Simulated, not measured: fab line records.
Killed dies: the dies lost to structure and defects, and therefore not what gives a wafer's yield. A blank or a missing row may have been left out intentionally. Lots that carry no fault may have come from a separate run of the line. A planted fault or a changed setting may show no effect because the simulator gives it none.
fab line records	flow rit-cmos	part 1 of 2: steps 1 to 28 of 41
[record] lots = 5	wafers = 15	last-day = 5
route steps=202 shown NLDD@160 SILICIDE@161 CONTACT@168 M1@184
lots with no fault: from the same line, run without faults
start-h: hours from the record's first day to the start of the lot's first wafer shown	wait-h: hours from the lot's prior step to this one	" same as the row above	L1.1+2: a single row standing in for several wafers	- no value, or no start was given	* or withheld: withheld	< > ~ a bound
route shown NAME@n: a module of which the file shows steps, and the number in the route of the first	usual: mean and standard deviation over wafers with no fault	same: alike in all rows	chamber/n: place in a boat	sites: per-site readings	_std_site: their standard deviation	_edge_site: the outer-site mean with the inner-site mean subtracted	radius-mm: how far each site lies from the wafer's centre	mask NAME#n: copy n	behind: the tool/chamber that last shaped the wafer	hold: what put the lot on hold/how long, in hours/how the hold closed	device: transistor that didn't switch, given as n, p or np	end of line: at the end of the route, the tests of the same wafers	a step with no rows: only its recipe	killed: the dies lost at the first sort to structure and to defects; this is not the yield of the wafer	map: shows each die of a wafer: x if killed, . if not, _ if none is there
set.NAME: the setting that was run; set.NAME@STEP: the one run at that earlier step	model.NAME: the simulator's own value behind a step, which no gauge read
a table for each step, a row for each wafer; lots at some steps of the route
services: a tool's chamber out of use, with start hour (start-h, from the record's first day; less than 0 if before it), hours out, and reason
[[steps]]
[step RIT_SDANNEAL_RS_MEAS_07]
[recipe] thk-meas-gauge = four-point-probe
[usual] NLDD_RS = 151.8/0.5
lot.wafer	tool	chamber	start-h	wait-h	NLDD_RS[ohm/sq]
L075.3	film-metro-04	-	60.03	0.1	151.5
L075.4	"	-	"	"	151.5
L075.5	"	-	"	"	151.5
L078.2	film-metro-02	-	75.91	0.1	151.1
L078.3	"	-	"	"	151.4
L078.5	"	-	"	"	151.8
L080.1	film-metro-03	-	84.78	0.1	152.8
L080.2	"	-	"	"	151.8
L080.5	"	-	"	"	152.1
L082.2	film-metro-04	-	96.22	0.1	151.6
L082.4	"	-	"	"	151.8
L082.5	"	-	"	"	151.4
L088.1	film-metro-02	-	124.20	0.1	151.5
L088.3	"	-	"	"	151.4
L088.5	"	-	"	"	151.7
[step RIT_SILICIDE_WET_ETCH_00]
[recipe] chemistry = BOE	target = SiO2	target-depth-nm = 14	time-s = 15	dry = n2-spin	dilution = 10:1	temp-c = 21.5
[usual] temp-c = 21.50/0.095
lot.wafer	tool	chamber	start-h	wait-h	temp-c
L075.3	wet-bench-03	1	60.11	0.1	21.63
L075.4	"	1	"	"	21.48
L075.5	"	1	"	"	21.51
L078.2	wet-bench-01	3	76.01	0.1	21.56
L078.3	"	3	"	"	21.67
L078.5	"	3	"	"	21.50
L080.1	wet-bench-04	1	84.90	0.1	21.52
L080.2	"	1	"	"	21.49
L080.5	"	1	"	"	21.59
L082.2	wet-bench-01	2	96.32	0.1	21.50
L082.4	"	2	"	"	21.35
L082.5	"	2	"	"	21.52
L088.1	wet-bench-04	2	124.32	0.1	21.44
L088.3	"	2	"	"	21.49
L088.5	"	2	"	"	21.43
[step RIT_SILICIDE_SPUTTER_01]
[recipe] material = Ti	target-thk-nm = 30	power-w = 350	chamber-pressure-pa = 0.667	gas = Ar	time-s = 228.9	substrate-temp-c = 25
[usual] throttle-valve-pct = 30.0/1.3
lot.wafer	tool	chamber	start-h	wait-h	throttle-valve-pct
L075.3	pvd-sputter-03	-	60.12	0.0	32.2
L075.4	"	-	"	"	29.8
L075.5	"	-	"	"	31.8
L078.2	pvd-sputter-01	-	76.03	0.0	31.2
L078.3	"	-	"	"	30.3
L078.5	"	-	"	"	30.1
L080.1	pvd-sputter-01	-	84.91	0.0	28.9
L080.2	"	-	"	"	30.1
L080.5	"	-	"	"	30.4
L082.2	pvd-sputter-01	-	96.34	0.0	28.5
L082.4	"	-	"	"	30.0
L082.5	"	-	"	"	28.6
L088.1	pvd-sputter-01	-	124.33	0.0	31.4
L088.3	"	-	"	"	28.8
L088.5	"	-	"	"	31.1
[step RIT_SILICIDE_RS_MEAS_02]
[recipe] thk-meas-gauge = four-point-probe	reads = Ti_of_SILICIDE_SPUTTER_01
[usual] SILICIDE_TI_RS = 51.3/0.8
lot.wafer	tool	chamber	start-h	wait-h	SILICIDE_TI_RS[ohm/sq]
L075.3	film-metro-01	-	60.31	0.1	50.9
L075.4	"	-	"	"	51.9
L075.5	"	-	"	"	51.2
L078.2	film-metro-01	-	76.20	0.1	50.9
L078.3	"	-	"	"	51.8
L078.5	"	-	"	"	51.7
L080.1	film-metro-03	-	85.06	0.1	51.7
L080.2	"	-	"	"	52.1
L080.5	"	-	"	"	52.1
L082.2	film-metro-01	-	96.51	0.1	51.3
L082.4	"	-	"	"	52.4
L082.5	"	-	"	"	52.7
L088.1	film-metro-01	-	124.48	0.1	50.3
L088.3	"	-	"	"	50.7
L088.5	"	-	"	"	50.0
[step RIT_SILICIDE_THK_MEAS_03]
[recipe] thk-meas-gauge = xrf	reads = Ti_of_SILICIDE_SPUTTER_01
[usual] SILICIDE_TI_THK = 28.7/0.37
lot.wafer	tool	chamber	start-h	wait-h	SILICIDE_TI_THK[nm]
L075.3	film-metro-01	-	60.41	0.1	29.0
L075.4	"	-	"	"	28.4
L075.5	"	-	"	"	28.7
L078.2	film-metro-01	-	76.31	0.1	28.7
L078.3	"	-	"	"	28.4
L078.5	"	-	"	"	28.4
L080.1	film-metro-03	-	85.18	0.1	28.6
L080.2	"	-	"	"	28.3
L080.5	"	-	"	"	28.4
L082.2	film-metro-01	-	96.62	0.1	28.5
L082.4	"	-	"	"	28.0
L082.5	"	-	"	"	27.9
L088.1	film-metro-01	-	124.60	0.1	29.3
L088.3	"	-	"	"	29.0
L088.5	"	-	"	"	29.3
[step RIT_SILICIDE_RTA_04]
[recipe] temp-c = 650	time-s = 10	idle-temp-c = 25	ramp-up-s = 5	ramp-down-s = 5	cool-to-c = 25	ambient = N2
[usual] wafer_temp_C_max = 653.0/0.78
lot.wafer	tool	chamber	start-h	wait-h	wafer_temp_C_max
L075.3	rtp-anneal-01	0	60.47	0.1	653.9
L075.4	"	0	"	"	654.0
L075.5	"	0	"	"	653.8
L078.2	rtp-anneal-02	0	76.37	0.1	652.7
L078.3	"	0	"	"	652.2
L078.5	"	0	"	"	653.2
L080.1	rtp-anneal-02	0	85.24	0.1	652.5
L080.2	"	0	"	"	652.3
L080.5	"	0	"	"	652.3
L082.2	rtp-anneal-02	0	96.68	0.1	653.3
L082.4	"	0	"	"	652.4
L082.5	"	0	"	"	652.9
L088.1	rtp-anneal-02	0	124.66	0.1	653.5
L088.3	"	0	"	"	652.7
L088.5	"	0	"	"	652.4
[step RIT_SILICIDE_WET_ETCH_05]
[recipe] chemistry = SPM	target = Ti	temp-c = 90	time-s = 120	dry = n2-spin
[usual] temp-c = 89.99/0.12
lot.wafer	tool	chamber	start-h	wait-h	temp-c
L075.3	wet-bench-01	1	60.51	0.0	90.20
L075.4	"	1	"	"	89.96
L075.5	"	1	"	"	89.82
L078.2	wet-bench-01	2	76.42	0.0	90.02
L078.3	"	2	"	"	90.10
L078.5	"	2	"	"	90.23
L080.1	wet-bench-03	0	85.31	0.1	89.93
L080.2	"	0	"	"	89.91
L080.5	"	0	"	"	89.77
L082.2	wet-bench-03	0	96.73	0.0	89.95
L082.4	"	0	"	"	89.86
L082.5	"	0	"	"	89.96
L088.1	wet-bench-03	1	124.73	0.1	90.06
L088.3	"	1	"	"	89.98
L088.5	"	1	"	"	89.98
[step RIT_SILICIDE_RTA_06]
[recipe] temp-c = 750	time-s = 10	idle-temp-c = 25	ramp-up-s = 5	ramp-down-s = 10	cool-to-c = 25	ambient = N2
[usual] wafer_temp_C_max = 753.4/0.82
lot.wafer	tool	chamber	start-h	wait-h	wafer_temp_C_max
L075.3	rtp-anneal-02	0	60.62	0.0	752.0
L075.4	"	0	"	"	753.3
L075.5	"	0	"	"	753.4
L078.2	rtp-anneal-01	0	76.47	0.0	753.4
L078.3	"	0	"	"	753.9
L078.5	"	0	"	"	753.6
L080.1	rtp-anneal-01	0	85.35	0.0	753.6
L080.2	"	0	"	"	752.8
L080.5	"	0	"	"	753.9
L082.2	rtp-anneal-01	0	96.79	0.0	752.9
L082.4	"	0	"	"	753.5
L082.5	"	0	"	"	755.3
L088.1	rtp-anneal-01	0	124.78	0.0	754.5
L088.3	"	0	"	"	754.3
L088.5	"	0	"	"	753.5
[step RIT_CONTACT_CVD_00]
[recipe] material = SiO2	target-thk-nm = 400	precursor = TEOS	temp-c = 390	time-s = 61	rf-w = 400
[usual] heater-power-w = 316/69
lot.wafer	tool	chamber	start-h	wait-h	heater-power-w	since-wet-clean-h
L075.3	pecvd-01	1	60.66	0.0	256	211
L075.4	"	0	"	"	254	-
L075.5	"	2	"	"	182	-
L078.2	pecvd-01	1	76.53	0.0	314	227
L078.3	"	0	"	"	328	227
L078.5	"	1	"	"	319	-
L080.1	pecvd-04	0	85.41	0.1	315	1422
L080.2	"	2	"	"	450	1422
L080.5	"	1	"	"	377	-
L082.2	pecvd-02	1	96.84	0.0	372	652
L082.4	"	2	"	"	255	-
L082.5	"	0	"	"	242	-
L088.1	pecvd-02	0	124.84	0.1	259	680
L088.3	"	1	"	"	297	680
L088.5	"	1	"	"	321	-
[step RIT_CONTACT_THK_MEAS_01]
[recipe] reads = SiO2_of_CONTACT_CVD_00
[usual] CONTACT_TEOS_THK = 400/6.4
lot.wafer	tool	chamber	start-h	wait-h	CONTACT_TEOS_THK[nm]
L075.3	film-metro-04	-	60.74	0.0	404
L075.4	"	-	"	"	409
L075.5	"	-	"	"	404
L078.2	film-metro-02	-	76.59	0.0	401
L078.3	"	-	"	"	400
L078.5	"	-	"	"	407
L080.1	film-metro-04	-	85.47	0.0	403
L080.2	"	-	"	"	397
L080.5	"	-	"	"	406
L082.2	film-metro-01	-	96.90	0.0	400
L082.4	"	-	"	"	408
L082.5	"	-	"	"	411
L088.1	film-metro-02	-	124.89	0.0	402
L088.3	"	-	"	"	398
L088.5	"	-	"	"	409
[step RIT_CONTACT_HMDS_02]
[recipe] prime-time-s = 60	prime-temp-c = 140
[usual] prime-temp-c = 140.03/0.14
[same] prime-time-s = 60
lot.wafer	tool	chamber	start-h	wait-h	prime-temp-c
L075.3	litho-track-02	0	60.83	0.1	139.74
L075.4	"	0	"	"	139.88
L075.5	"	0	"	"	139.93
L078.2	litho-track-02	0	76.74	0.1	139.91
L078.3	"	0	"	"	139.90
L078.5	"	0	"	"	140.06
L080.1	litho-track-02	0	85.53	0.1	139.94
L080.2	"	0	"	"	139.92
L080.5	"	0	"	"	139.91
L082.2	litho-track-03	0	96.98	0.1	140.16
L082.4	"	0	"	"	140.13
L082.5	"	0	"	"	140.22
L088.1	litho-track-02	0	124.95	0.1	139.98
L088.3	"	0	"	"	139.90
L088.5	"	0	"	"	139.86
[step RIT_CONTACT_COAT_03]
[recipe] resist = NOVOLAK	spin-rpm = 3250	resist-thk-nm = 1000
lot.wafer	tool	chamber	start-h	wait-h
L075.3+4+5	litho-track-02	0	60.98	0.1
L078.2+3+5	litho-track-02	0	76.89	0.1
L080.1+2+5	litho-track-02	0	85.68	0.1
L082.2+4+5	litho-track-03	0	97.13	0.1
L088.1+3+5	litho-track-02	0	125.10	0.1
[step RIT_CONTACT_SOFTBAKE_04]
[recipe] resist = NOVOLAK	temp-c = 90	time-s = 60
lot.wafer	tool	chamber	start-h	wait-h
L075.3+4+5	litho-track-02	0	61.13	0.1
L078.2+3+5	litho-track-02	0	77.04	0.1
L080.1+2+5	litho-track-02	0	85.83	0.1
L082.2+4+5	litho-track-03	0	97.28	0.1
L088.1+3+5	litho-track-02	0	125.25	0.1
[step RIT_CONTACT_EXPOSE_05]
[recipe] mask-id = M11	na = 0.6	source-shape = conventional	sigma-outer = 0.5	target-cd-nm = 1000	dose-mj = 250
lot.wafer	tool	chamber	start-h	wait-h	mask
L075.3+4+5	iline-stepper-02	0	61.26	0.1	M11#0
L078.2+3+5	iline-stepper-01	0	77.18	0.1	M11#0
L080.1+2+5	iline-stepper-02	0	85.98	0.1	M11#0
L082.2+4+5	iline-stepper-02	0	97.42	0.1	M11#0
L088.1+3+5	iline-stepper-02	0	125.53	0.2	M11#0
[step RIT_CONTACT_PEB_06]
[recipe] resist = NOVOLAK	temp-c = withheld	time-s = withheld
lot.wafer	tool	chamber	start-h	wait-h
L075.3+4+5	litho-track-04	0	61.39	0.1
L078.2+3+5	litho-track-03	0	77.30	0.1
L080.1+2+5	litho-track-03	0	86.09	0.1
L082.2+4+5	litho-track-02	0	97.54	0.1
L088.1+3+5	litho-track-04	0	125.64	0.1
[step RIT_CONTACT_DEVELOP_07]
[recipe] resist = NOVOLAK	develop-time-s = 125.5	dev-temp-c = 23
lot.wafer	tool	chamber	start-h	wait-h
L075.3+4+5	litho-track-04	0	-	-
L078.2+3+5	litho-track-03	0	-	-
L080.1+2+5	litho-track-03	0	-	-
L082.2+4+5	litho-track-02	0	-	-
L088.1+3+5	litho-track-04	0	-	-
[step RIT_CONTACT_CD_MEAS_08]
[recipe] target-cd-nm = 1000
[usual] cd-nm = 1000.6/2.1
lot.wafer	tool	chamber	start-h	wait-h	cd-nm
L075.3	cd-sem-02	-	61.78	-	1004.9
L075.4	"	-	"	"	1001.4
L075.5	"	-	"	"	1002.1
L078.2	cd-sem-02	-	77.70	-	1001.2
L078.3	"	-	"	"	999.1
L078.5	"	-	"	"	1000.4
L080.1	cd-sem-02	-	86.49	-	998.6
L080.2	"	-	"	"	1001.6
L080.5	"	-	"	"	999.9
L082.2	cd-sem-02	-	97.94	-	1001.5
L082.4	"	-	"	"	1000.3
L082.5	"	-	"	"	999.4
L088.1	cd-sem-02	-	126.04	-	1003.0
L088.3	"	-	"	"	1000.9
L088.5	"	-	"	"	1001.4
[step RIT_CONTACT_OVL_MEAS_09]
[usual] CONTACT_OVL = -0.5/1.2
lot.wafer	tool	chamber	start-h	wait-h	CONTACT_OVL[nm]
L075.3	overlay-01	-	61.87	0.1	1.4
L075.4	"	-	"	"	-1.6
L075.5	"	-	"	"	-0.1
L078.2	overlay-02	-	77.80	0.1	-0.6
L078.3	"	-	"	"	-0.9
L078.5	"	-	"	"	-1.2
L080.1	overlay-02	-	86.61	0.1	-1.9
L080.2	"	-	"	"	0.2
L080.5	"	-	"	"	-0.2
L082.2	overlay-01	-	98.04	0.1	-0.1
L082.4	"	-	"	"	0.1
L082.5	"	-	"	"	0.5
L088.1	overlay-01	-	126.16	0.1	0.2
L088.3	"	-	"	"	0.2
L088.5	"	-	"	"	-1.1
[step RIT_CONTACT_HARDBAKE_10]
[recipe] resist = NOVOLAK	temp-c = 140	time-s = 60
lot.wafer	tool	chamber	start-h	wait-h
L075.3+4+5	litho-track-03	0	61.95	0.1
L078.2+3+5	litho-track-03	0	77.86	0.0
L080.1+2+5	litho-track-03	0	86.65	0.0
L082.2+4+5	litho-track-03	0	98.10	0.0
L088.1+3+5	litho-track-04	0	126.20	0.0
[step RIT_CONTACT_ETCH_11]
[recipe] target-depth-a = 4800	over-etch-frac = 0.2	stop-on = TiSi2	chemistry = CHF3/CF4/Ar	target = SiO2	CHF3_flow_sccm = 50	cf4-flow-sccm = 10	Ar_flow_sccm = 100	O2_flow_sccm = 5	pressure-mtorr = 100	rf-w = 200	time-s = 320
[usual] drypump-motor-current-A = 5.9/0.49	oes-product-au = 0.989/0.01	throttle-valve-pct = 8.80/0.1
lot.wafer	tool	chamber	start-h	wait-h	drypump-motor-current-A	oes-product-au	rf-hours-counter-h	throttle-valve-pct
L075.3	rie-diel-03	1	62.05	0.1	6.4	0.983	28	8.91
L075.4	"	2	"	"	5.4	0.995	39	8.70
L075.5	"	0	"	"	6.5	0.994	-	8.89
L078.2	rie-diel-02	3	77.98	0.1	6.3	0.965	7	8.72
L078.3	"	2	"	"	5.4	0.993	72	8.59
L078.5	"	3	"	"	6.3	0.964	-	8.73
L080.1	rie-diel-03	2	86.80	0.1	5.4	0.992	39	8.71
L080.2	"	0	"	"	6.5	0.998	73	8.90
L080.5	"	1	"	"	6.5	0.980	-	8.93
L082.2	rie-diel-03	3	98.22	0.1	5.3	0.981	140	8.87
L082.4	"	0	"	"	6.5	0.995	73	8.91
L082.5	"	1	"	"	6.4	0.979	-	8.91
L088.1	rie-diel-03	0	126.35	0.1	6.5	0.984	73	8.91
L088.3	"	1	"	"	6.4	0.980	30	8.92
L088.5	"	1	"	"	6.4	0.981	-	8.92
[step RIT_CONTACT_STRIP_12]
[recipe] chemistry = O2	time-s = 180	resist = NOVOLAK	platen-temp-c = withheld	power-w = 500	pressure-mtorr = 4000	o2-flow-sccm = 4000
[usual] drypump-motor-current-A = 5.41/0.25
lot.wafer	tool	chamber	start-h	wait-h	drypump-motor-current-A	rf-hours-counter-h
L075.3	plasma-asher-02	1	62.30	0.2	5.39	-
L075.4	"	0	"	"	5.58	-
L075.5	"	0	"	"	5.58	-
L078.2	plasma-asher-02	0	78.18	0.1	5.58	42
L078.3	"	1	"	"	5.43	-
L078.5	"	0	"	"	5.59	-
L080.1	plasma-asher-02	1	86.99	0.1	5.41	43
L080.2	"	0	"	"	5.57	43
L080.5	"	0	"	"	5.56	-
L082.2	plasma-asher-02	1	98.42	0.1	5.41	44
L082.4	"	1	"	"	5.41	-
L082.5	"	0	"	"	5.59	-
L088.1	plasma-asher-02	0	126.55	0.1	5.59	48
L088.3	"	1	"	"	5.42	-
L088.5	"	0	"	"	5.58	-
[step RIT_CONTACT_CD_MEAS_90]
[recipe] target-cd-nm = 1000
[usual] cd-nm = 1000.5/2.1
lot.wafer	tool	chamber	start-h	wait-h	cd-nm
L075.3	cd-sem-01	-	62.46	0.1	1004.7
L075.4	"	-	"	"	1001.1
L075.5	"	-	"	"	1002.3
L078.2	cd-sem-01	-	78.37	0.1	1000.9
L078.3	"	-	"	"	999.0
L078.5	"	-	"	"	999.2
L080.1	cd-sem-01	-	87.17	0.1	998.9
L080.2	"	-	"	"	1001.4
L080.5	"	-	"	"	999.6
L082.2	cd-sem-01	-	98.61	0.1	1002.3
L082.4	"	-	"	"	1000.1
L082.5	"	-	"	"	999.4
L088.1	cd-sem-01	-	126.72	0.1	1002.7
L088.3	"	-	"	"	1000.6
L088.5	"	-	"	"	1000.9
[step RIT_CONTACT_CLEAN_13]
[recipe] chemistry = SC1	mix = 3:3:50	time-s = 600	temp-c = 75
[usual] temp-c = 74.98/0.12
lot.wafer	tool	chamber	start-h	wait-h	temp-c
L075.3	wet-bench-04	2	62.54	0.1	74.96
L075.4	"	2	"	"	75.17
L075.5	"	2	"	"	75.30
L078.2	wet-bench-04	0	78.47	0.1	74.97
L078.3	"	0	"	"	75.03
L078.5	"	0	"	"	74.98
L080.1	wet-bench-02	0	87.29	0.1	75.02
L080.2	"	0	"	"	74.92
L080.5	"	0	"	"	74.91
L082.2	wet-bench-03	2	98.71	0.1	74.84
L082.4	"	2	"	"	74.75
L082.5	"	2	"	"	74.96
L088.1	wet-bench-02	3	126.84	0.1	75.17
L088.3	"	3	"	"	75.04
L088.5	"	3	"	"	74.96
[step RIT_CONTACT_CLEAN_14]
[recipe] chemistry = SC2	mix = 3:3:50	time-s = 600	temp-c = 75	dry = n2-spin
[usual] temp-c = 75.00/0.13
lot.wafer	tool	chamber	start-h	wait-h	temp-c
L075.3	wet-bench-02	2	62.71	0.0	75.35
L075.4	"	2	"	"	75.01
L075.5	"	2	"	"	75.05
L078.2	wet-bench-02	1	78.65	0.0	74.88
L078.3	"	1	"	"	75.06
L078.5	"	1	"	"	75.04
L080.1	wet-bench-04	2	87.48	0.0	74.94
L080.2	"	2	"	"	74.75
L080.5	"	2	"	"	74.96
L082.2	wet-bench-04	2	98.89	0.0	74.87
L082.4	"	2	"	"	75.13
L082.5	"	2	"	"	75.10
L088.1	wet-bench-04	0	127.02	0.0	75.00
L088.3	"	0	"	"	75.01
L088.5	"	0	"	"	74.96
[step RIT_M1_SPUTTER_00]
[recipe] material = Al	target-thk-nm = 400	power-w = 2000	chamber-pressure-pa = 0.4	gas = Ar	time-s = 488.3	substrate-temp-c = 25
[usual] throttle-valve-pct = 29.8/1.3
lot.wafer	tool	chamber	start-h	wait-h	throttle-valve-pct
L075.3	pvd-sputter-04	-	62.89	0.0	30.0
L075.4	"	-	"	"	30.1
L075.5	"	-	"	"	29.9
L078.2	pvd-sputter-02	-	78.82	0.0	27.6
L078.3	"	-	"	"	32.1
L078.5	"	-	"	"	28.4
L080.1	pvd-sputter-02	-	87.65	0.0	32.6
L080.2	"	-	"	"	27.9
L080.5	"	-	"	"	28.3
L082.2	pvd-sputter-02	-	99.06	0.0	28.7
L082.4	"	-	"	"	28.2
L082.5	"	-	"	"	28.3
L088.1	pvd-sputter-02	-	127.21	0.0	27.6
L088.3	"	-	"	"	28.2
L088.5	"	-	"	"	27.8
[step RIT_M1_RS_MEAS_01]
[recipe] thk-meas-gauge = four-point-probe	reads = Al_of_M1_SPUTTER_00
[usual] M1_AL_RS = 0.0751/0.00098
lot.wafer	tool	chamber	start-h	wait-h	M1_AL_RS[ohm/sq]
L075.3	film-metro-04	-	63.22	0.2	0.0741
L075.4	"	-	"	"	0.0746
L075.5	"	-	"	"	0.0750
L078.2	film-metro-04	-	79.14	0.2	0.0745
L078.3	"	-	"	"	0.0740
L078.5	"	-	"	"	0.0731
L080.1	film-metro-02	-	87.95	0.2	0.0759
L080.2	"	-	"	"	0.0764
L080.5	"	-	"	"	0.0766
L082.2	film-metro-04	-	99.38	0.2	0.0743
L082.4	"	-	"	"	0.0743
L082.5	"	-	"	"	0.0748
L088.1	film-metro-02	-	127.50	0.2	0.0761
L088.3	"	-	"	"	0.0751
L088.5	"	-	"	"	0.0753
[step RIT_M1_THK_MEAS_02]
[recipe] thk-meas-gauge = xrf	reads = Al_of_M1_SPUTTER_00
[usual] M1_AL_THK = 384/4.9
lot.wafer	tool	chamber	start-h	wait-h	M1_AL_THK[nm]
L075.3	film-metro-04	-	63.32	0.1	392
L075.4	"	-	"	"	389
L075.5	"	-	"	"	387
L078.2	film-metro-04	-	79.25	0.1	389
L078.3	"	-	"	"	388
L078.5	"	-	"	"	395
L080.1	film-metro-02	-	88.07	0.1	378
L080.2	"	-	"	"	377
L080.5	"	-	"	"	375
L082.2	film-metro-04	-	99.49	0.1	389
L082.4	"	-	"	"	390
L082.5	"	-	"	"	385
L088.1	film-metro-02	-	127.62	0.1	378
L088.3	"	-	"	"	385
L088.5	"	-	"	"	384
[step RIT_M1_HMDS_03]
[recipe] prime-time-s = 60	prime-temp-c = 140
[usual] prime-temp-c = 139.96/0.14
[same] prime-time-s = 60
lot.wafer	tool	chamber	start-h	wait-h	prime-temp-c
L075.3	litho-track-03	0	63.41	0.1	139.83
L075.4	"	0	"	"	139.94
L075.5	"	0	"	"	140.02
L078.2	litho-track-01	0	79.32	0.1	140.02
L078.3	"	0	"	"	139.92
L078.5	"	0	"	"	140.05
L080.1	litho-track-03	0	88.13	0.1	139.96
L080.2	"	0	"	"	140.10
L080.5	"	0	"	"	140.01
L082.2	litho-track-04	0	99.56	0.1	139.82
L082.4	"	0	"	"	140.18
L082.5	"	0	"	"	139.74
L088.1	litho-track-04	0	127.68	0.1	139.97
L088.3	"	0	"	"	140.12
L088.5	"	0	"	"	139.94
